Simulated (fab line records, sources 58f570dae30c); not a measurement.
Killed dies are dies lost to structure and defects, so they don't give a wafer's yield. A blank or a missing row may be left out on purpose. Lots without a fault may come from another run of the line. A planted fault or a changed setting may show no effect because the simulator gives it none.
Which tool did it? | flow berkeley_cmos170 | 13 lots, 39 wafers sampled, at 6 steps of a route of 331

WHAT THE GAUGES READ, wafer by wafer
UCB170_PSD_OVL_MEAS_07.
lot  | measured     | on         | PSD_OVL (nm)
L253 | day 7 21:30  | overlay-01 | 4 7 1
L254 | day 7 21:41  | overlay-01 | 2 0 8
L252 | day 7 21:40  | overlay-02 | -1 -8 -3
L255 | day 8 21:28  | overlay-01 | -2 -9 4
L257 | day 8 21:35  | overlay-01 | 1 3 2
L258 | day 8 21:44  | overlay-02 | -4 -4 -4
L256 | day 8 21:50  | overlay-01 | -10 -10 -9
L262 | day 9 16:38  | overlay-01 | -9 -15 -6
L266 | day 10 19:39 | overlay-01 | 0 -2 2
L265 | day 10 19:44 | overlay-02 | -6 -1 -8
L273 | day 12 23:07 | overlay-01 | -5 -8 -4
L275 | day 13 08:22 | overlay-01 | 5 4 7
L274 | day 13 08:37 | overlay-02 | -3 1 -9

UCB170_PSD_TW_MEAS_10.
lot  | measured     | on            | PSD_TW
L253 | day 7 21:47  | film_metro-03 | 2359 2345 2368
L254 | day 7 21:59  | film_metro-02 | 2304 2305 2297
L252 | day 7 21:57  | film_metro-01 | 2312 2319 2319
L255 | day 8 21:46  | film_metro-01 | 2329 2319 2329
L257 | day 8 21:54  | film_metro-02 | 2296 2290 2291
L258 | day 8 22:04  | film_metro-03 | 2336 2340 2346
L256 | day 8 22:14  | film_metro-02 | 2284 2285 2296
L262 | day 9 16:55  | film_metro-03 | 2353 2353 2350
L266 | day 10 19:56 | film_metro-01 | 30 30 30
L265 | day 10 20:02 | film_metro-02 | 2300 2296 2302
L273 | day 12 23:25 | film_metro-02 | 2292 2283 2301
L275 | day 13 08:40 | film_metro-03 | 2360 2346 2346
L274 | day 13 08:54 | film_metro-03 | 2348 2349 2346

WHICH TOOL RAN EACH LOT (tool, then ch and the chambers of the sampled wafers, then the start)
lot  | UCB170_NVT_STRIP_08                  | UCB170_GATE_ETCH_15              | UCB170_NLDD_STRIP_10                 | UCB170_PSD_STRIP_09
L253 | plasma_asher-04 ch 0,1, day 6 20:25  | rie_si-02 ch 1,3, day 7 09:46    | plasma_asher-02 ch 0,1, day 7 13:52  | plasma_asher-01 ch 0, day 7 21:41
L254 | plasma_asher-02 ch 0,1, day 6 20:28  | rie_si-02 ch 0,1,3, day 7 10:15  | plasma_asher-04 ch 0, day 7 14:42    | plasma_asher-03 ch 0,1, day 7 21:53
L252 | plasma_asher-01 ch 0,1, day 6 20:42  | rie_si-01 ch 0,2,3, day 7 10:01  | plasma_asher-02 ch 0,1, day 7 14:25  | plasma_asher-02 ch 0,1, day 7 21:51
L255 | plasma_asher-01 ch 0,1, day 7 15:53  | rie_si-01 ch 0,3, day 8 09:00    | plasma_asher-04 ch 0,1, day 8 13:22  | plasma_asher-01 ch 0,1, day 8 21:39
L257 | plasma_asher-02 ch 0,1, day 7 15:55  | rie_si-01 ch 0,2, day 8 09:17    | plasma_asher-04 ch 0,1, day 8 13:59  | plasma_asher-02 ch 0,1, day 8 21:48
L258 | plasma_asher-01 ch 0,1, day 7 16:09  | rie_si-02 ch 0,1, day 8 09:07    | plasma_asher-01 ch 0,1, day 8 13:43  | plasma_asher-03 ch 0,1, day 8 21:57
L256 | plasma_asher-02 ch 0,1, day 7 16:14  | rie_si-02 ch 0,1,2, day 8 09:27  | plasma_asher-01 ch 0,1, day 8 14:45  | plasma_asher-02 ch 0,1, day 8 22:08
L262 | plasma_asher-02 ch 1, day 8 12:32    | rie_si-01 ch 0,1,3, day 9 03:31  | plasma_asher-04 ch 0,1, day 9 08:07  | plasma_asher-03 ch 0,1, day 9 16:49
L266 | plasma_asher-01 ch 0,1, day 9 02:59  | rie_si-02 ch 0,1,2, day 10 03:34 | plasma_asher-01 ch 0,1, day 10 13:31 | plasma_asher-02 ch 1, day 10 19:50
L265 | plasma_asher-02 ch 0,1, day 9 03:14  | rie_si-01 ch 0,1, day 10 03:55   | plasma_asher-02 ch 0,1, day 10 13:45 | plasma_asher-01 ch 0,1, day 10 19:55
L273 | plasma_asher-02 ch 0,1, day 11 08:40 | rie_si-01 ch 0,1, day 12 09:01   | plasma_asher-04 ch 0,1, day 12 12:31 | plasma_asher-02 ch 0,1, day 12 23:18
L275 | plasma_asher-01 ch 0,1, day 11 14:10 | rie_si-02 ch 0,3, day 12 20:02   | plasma_asher-04 ch 0,1, day 12 23:34 | plasma_asher-02 ch 1, day 13 08:33
L274 | plasma_asher-02 ch 0,1, day 11 14:24 | rie_si-01 ch 0,1,3, day 12 20:19 | plasma_asher-01 ch 0,1, day 12 23:56 | plasma_asher-03 ch 0,1, day 13 08:48
- UCB170_NVT_STRIP_08: strips in O2.
- UCB170_GATE_ETCH_15: etches poly-Si in HBr/Cl2, stops on SiO2, time 56.3 s, target depth 278.2 nm.
- UCB170_NLDD_STRIP_10: strips in O2.
- UCB170_PSD_STRIP_09: strips in O2.

WHAT THE TOOLS THEMSELVES READ (means of the sampled wafers that have a number; where no wafer has one, the mark that the record gives instead)
UCB170_NVT_STRIP_08.
lot  | tool            | drypump_motor_current_A (A) | oes_product_au (a.u.) | strip_time_to_endpoint_s (s)
L253 | plasma_asher-04 | 5.4                         | 0.735                 | 21.63
L254 | plasma_asher-02 | 6.1                         | 0.734                 | 21.55
L252 | plasma_asher-01 | 6.3                         | 0.736                 | 21.65
L255 | plasma_asher-01 | 6.3                         | 0.726                 | 21.68
L257 | plasma_asher-02 | 6.0                         | 0.731                 | 21.68
L258 | plasma_asher-01 | 6.3                         | 0.735                 | 21.69
L256 | plasma_asher-02 | 6.1                         | 0.738                 | 21.66
L262 | plasma_asher-02 | 5.8                         | 0.734                 | 21.55
L266 | plasma_asher-01 | 6.3                         | 0.736                 | 21.67
L265 | plasma_asher-02 | 6.1                         | 0.739                 | 21.62
L273 | plasma_asher-02 | 6.1                         | 0.733                 | 21.67
L275 | plasma_asher-01 | 6.3                         | 0.737                 | 21.56
L274 | plasma_asher-02 | 6.1                         | 0.734                 | 21.68

UCB170_GATE_ETCH_15.
lot  | tool      | bias_w (W) | drypump_motor_current_A (A) | oes_product_au (a.u.) | throttle_valve_pct (%)
L253 | rie_si-02 | 150.3      | 6.1                         | 0.815                 | 26.4
L254 | rie_si-02 | 150.2      | 5.7                         | 0.829                 | 26.6
L252 | rie_si-01 | 150.1      | 5.7                         | 0.824                 | 26.4
L255 | rie_si-01 | 149.6      | 6.0                         | 0.821                 | 26.4
L257 | rie_si-01 | 149.8      | 5.7                         | 0.808                 | 26.2
L258 | rie_si-02 | 150.2      | 5.3                         | 0.809                 | 26.6
L256 | rie_si-02 | 150.3      | 5.7                         | 0.806                 | 26.8
L262 | rie_si-01 | 149.8      | 6.0                         | 0.825                 | 26.3
L266 | rie_si-02 | 149.6      | 5.7                         | 0.824                 | 26.8
L265 | rie_si-01 | 150.2      | 5.9                         | 0.827                 | 26.2
L273 | rie_si-01 | 149.7      | 6.0                         | 0.831                 | 26.1
L275 | rie_si-02 | 149.9      | 5.7                         | 0.839                 | 26.6
L274 | rie_si-01 | 150.4      | 6.0                         | 0.835                 | 26.3

UCB170_NLDD_STRIP_10.
lot  | tool            | drypump_motor_current_A (A) | oes_product_au (a.u.) | strip_time_to_endpoint_s (s)
L253 | plasma_asher-02 | 6.1                         | 0.738                 | 21.63
L254 | plasma_asher-04 | 5.7                         | 0.732                 | 21.60
L252 | plasma_asher-02 | 6.1                         | 0.732                 | 21.59
L255 | plasma_asher-04 | 5.6                         | 0.737                 | 21.62
L257 | plasma_asher-04 | 5.3                         | 0.737                 | 21.66
L258 | plasma_asher-01 | 6.3                         | 0.740                 | 21.63
L256 | plasma_asher-01 | 6.3                         | 0.736                 | 21.66
L262 | plasma_asher-04 | 5.4                         | 0.733                 | 21.56
L266 | plasma_asher-01 | 6.3                         | 0.977                 | -
L265 | plasma_asher-02 | 6.1                         | 0.732                 | 21.62
L273 | plasma_asher-04 | 5.4                         | 0.737                 | 21.64
L275 | plasma_asher-04 | 5.6                         | 0.734                 | 21.59
L274 | plasma_asher-01 | 6.2                         | 0.736                 | 21.56

UCB170_PSD_STRIP_09.
lot  | tool            | drypump_motor_current_A (A) | oes_product_au (a.u.) | strip_time_to_endpoint_s (s)
L253 | plasma_asher-01 | 6.1                         | 0.604                 | 29.30
L254 | plasma_asher-03 | 5.5                         | 0.599                 | 29.42
L252 | plasma_asher-02 | 6.1                         | 0.596                 | 29.35
L255 | plasma_asher-01 | 6.2                         | 0.600                 | 29.41
L257 | plasma_asher-02 | 6.1                         | 0.602                 | 29.25
L258 | plasma_asher-03 | 5.2                         | 0.598                 | 29.33
L256 | plasma_asher-02 | 6.0                         | 0.600                 | 29.35
L262 | plasma_asher-03 | 5.5                         | 0.597                 | 29.45
L266 | plasma_asher-02 | 5.8                         | 0.630                 | 38.25
L265 | plasma_asher-01 | 6.3                         | 0.601                 | 29.33
L273 | plasma_asher-02 | 6.0                         | 0.604                 | 29.44
L275 | plasma_asher-02 | 5.8                         | 0.599                 | 29.37
L274 | plasma_asher-03 | 5.5                         | 0.600                 | 29.48

THE ANSWER, worked out from the rows above alone
Rule: what is usual is taken from the lots themselves. Put in order of their means at a reading, lots are off if they are a third of the lots or fewer, leave a main group of 4 or more, and stand apart from it by a gap of 3 or more times the standard deviation of the main group's means; of several such gaps the widest counts. A main group whose means are all the same, to the digits that the tables above print for the reading, isn't used. A lot without any number at a reading at which 4 lots or more have one is off too. The other lots that the step has rows for count as sound. The gauges are gone through in route order, then the tools' own readings, and for those a lot's mean is taken as printed above. The first step at which some lot is off is used, and at that step the reading that is off furthest; a lot without a number counts as furthest.
Off: L266, at UCB170_PSD_TW_MEAS_10 (PSD_TW). The main group: mean 2322, standard deviation 26.
A tool fits if, at a process step before that reading, it ran every lot that is off, and no sound lot after the first of them. The gauges at UCB170_PSD_TW_MEAS_10 aren't tried: what is off there is off at UCB170_NLDD_STRIP_10 too, on other tools, and a gauge's error can't cause that. None of those tried fits.

WHAT THE SIMULATOR HAD PUT IN
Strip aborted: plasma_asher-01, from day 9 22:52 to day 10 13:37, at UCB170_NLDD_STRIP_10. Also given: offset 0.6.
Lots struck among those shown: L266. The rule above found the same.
